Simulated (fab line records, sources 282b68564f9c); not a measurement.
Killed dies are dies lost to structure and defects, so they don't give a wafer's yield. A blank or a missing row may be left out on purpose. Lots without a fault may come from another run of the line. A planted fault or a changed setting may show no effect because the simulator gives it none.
A struck lot beside a sound one | flow rit_cmos | 19 steps out of a route of 202
Sound: wafers L586.1, L586.2, L586.5. Struck: wafers L595.1, L595.2, L595.4. The cause comes at the end.
At each step with rows: each side's tool, then ch and its chambers, then its first start. Under that, the readings that differ: sound wafers | struck wafers | difference of the means | sigmas: that difference in standard deviations of wafers without a fault.
alike: readings whose means differ by less than 2 such deviations, and words and numbers that are the same on both sides. not compared: withheld readings, readings that some wafer has no value for, bounds like >300 that may hide the same value, and numbers for which the record gives no deviation and whose values overlap.
The two part at a step that has a row with sigmas, a row that says differs or no value, or rows on one side only. Numbers that don't overlap but have no deviation are shown without sigmas and don't part them. A reading that every wafer of one side lacks parts them only if that side has two wafers or more.

RIT_ACTIVE_BOW_MEAS_00:
  sound on film_metro-04, day 2 11:00; struck on film_metro-02, day 4 08:00
  alike: INCOMING_BOW
then, 1 step without rows for these wafers: RIT_ACTIVE_OXIDATION_01 (target thk 46.8 nm, ox time 3360 s).
RIT_ACTIVE_THK_MEAS_02:
  sound on film_metro-04, day 2 14:02; struck on film_metro-02, day 4 11:06
  alike: ACTIVE_OXIDE_THK
RIT_ACTIVE_CVD_03: deposits Si3N4 from SiH2Cl2/NH3, target thk 150 nm, time 1500 s.
  sound on lpcvd-02 ch 0, day 2 14:06; struck on lpcvd-02 ch 0, day 4 11:10
  reading                                  | sound             | struck            | difference | sigmas
  spike_tc_centre_C (C)                    | 812.9 811.6 812.8 | 851.1 849.3 854.0 | +39.0      | +30
  spike_tc_load_C (C)                      | 836.5 836.2 835.6 | 873.9 874.9 875.0 | +38.5      | +23
  spike_tc_source_C (C)                    | 830 828 829       | 867 866 868       | +38        | +10
  susceptor_temp_C (C)                     | 809.8 810.1 810.1 | 848.4 847.7 848.0 | +38.0      | +99 or more
  model.Si3N4_of_ACTIVE_CVD_03.thk_nm (nm) | 148.8 147.5 148.4 | 251.3 252.6 253.8 | +104.3     |
RIT_ACTIVE_THK_MEAS_04:
  sound on film_metro-04, day 2 15:31; struck on film_metro-03, day 4 12:35
  reading                 | sound             | struck            | difference | sigmas
  ACTIVE_NITRIDE_THK (nm) | 148.7 147.6 148.5 | 251.3 252.8 253.8 | +104.4     | +70
then, 6 steps without rows for these wafers: RIT_ACTIVE_HMDS_05 (prime time 60 s); RIT_ACTIVE_COAT_06 (resist thk 1000 nm); RIT_ACTIVE_SOFTBAKE_07 (time 60 s); RIT_ACTIVE_EXPOSE_08 (exposes mask M1, target cd 1400 nm); RIT_ACTIVE_PEB_09; RIT_ACTIVE_DEVELOP_10 (develop time 48.94 s).
RIT_ACTIVE_CD_MEAS_11: target cd 1400 nm.
  sound on cd_sem-01, day 2 16:26; struck on cd_sem-02, day 4 13:29
  alike: cd_nm
then, 1 step without rows for these wafers: RIT_ACTIVE_HARDBAKE_12 (time 60 s).
RIT_ACTIVE_ETCH_13: etches Si3N4 in SF6, stops on SiO2, time 210 s, target depth 210 nm.
  sound on rie_diel-01 ch 0,1,2, day 2 16:42; struck on rie_diel-03 ch 0,1,3, day 4 13:46
  reading                                       | sound             | struck            | difference | sigmas
  oes_product_au (a.u.)                         | 0.813 0.813 0.786 | 0.995 0.996 1.009 | +0.196     | +14
  model.etch.depth_nm (nm)                      | 148.8 147.5 148.4 | 207.4 212.2 209.6 | +61.5      |
  model.ACTIVE.feature_depth_nm (nm)            | 148.8 147.5 148.4 | 207.4 212.2 209.6 | +61.5      |
  model.SiO2_of_ACTIVE_OXIDATION_01.thk_nm (nm) | 47.68 47.76 47.29 | 46.53 47.23 46.51 | -0.82      |
  alike: drypump_motor_current_A, rf_fwd_power_W, throttle_valve_pct
  not compared: rf_hours_counter_h
RIT_ACTIVE_STRIP_14: strips in O2, time 180 s.
  sound on plasma_asher-02 ch 0,1, day 2 16:50; struck on plasma_asher-03 ch 0,1, day 4 13:53
  alike: drypump_motor_current_A, o2_flow_sccm
  not compared: rf_hours_counter_h
RIT_ACTIVE_CD_MEAS_90: target cd 1400 nm.
  sound on cd_sem-01, day 2 17:00; struck on cd_sem-01, day 4 14:04
  alike: cd_nm
then, 1 step without rows for these wafers: RIT_ACTIVE_CLEAN_15 (cleans in SC1, time 600 s).
RIT_ACTIVE_CLEAN_16: cleans in dHF, time 30 s.
  sound on wet_bench-01 ch 0, day 2 17:18; struck on wet_bench-01 ch 0, day 4 14:22
  reading                                  | sound             | struck          | difference | sigmas
  model.Si3N4_of_ACTIVE_CVD_03.thk_nm (nm) | 147.9 146.6 147.6 | 250.5 251.8 253 | +104.4     |
then, 1 step without rows for these wafers: RIT_ACTIVE_CLEAN_17 (cleans in SC2, time 600 s).

WHERE THEY PART
First at RIT_ACTIVE_CVD_03; last, within this record, at RIT_ACTIVE_ETCH_13. Later steps at which nothing parts them and some readings are alike: RIT_ACTIVE_STRIP_14, RIT_ACTIVE_CD_MEAS_90.

WHY: what the simulator had put in
Process parameter drift: lpcvd-02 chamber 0, from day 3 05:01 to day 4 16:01, at RIT_ACTIVE_CVD_03. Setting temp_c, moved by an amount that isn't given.
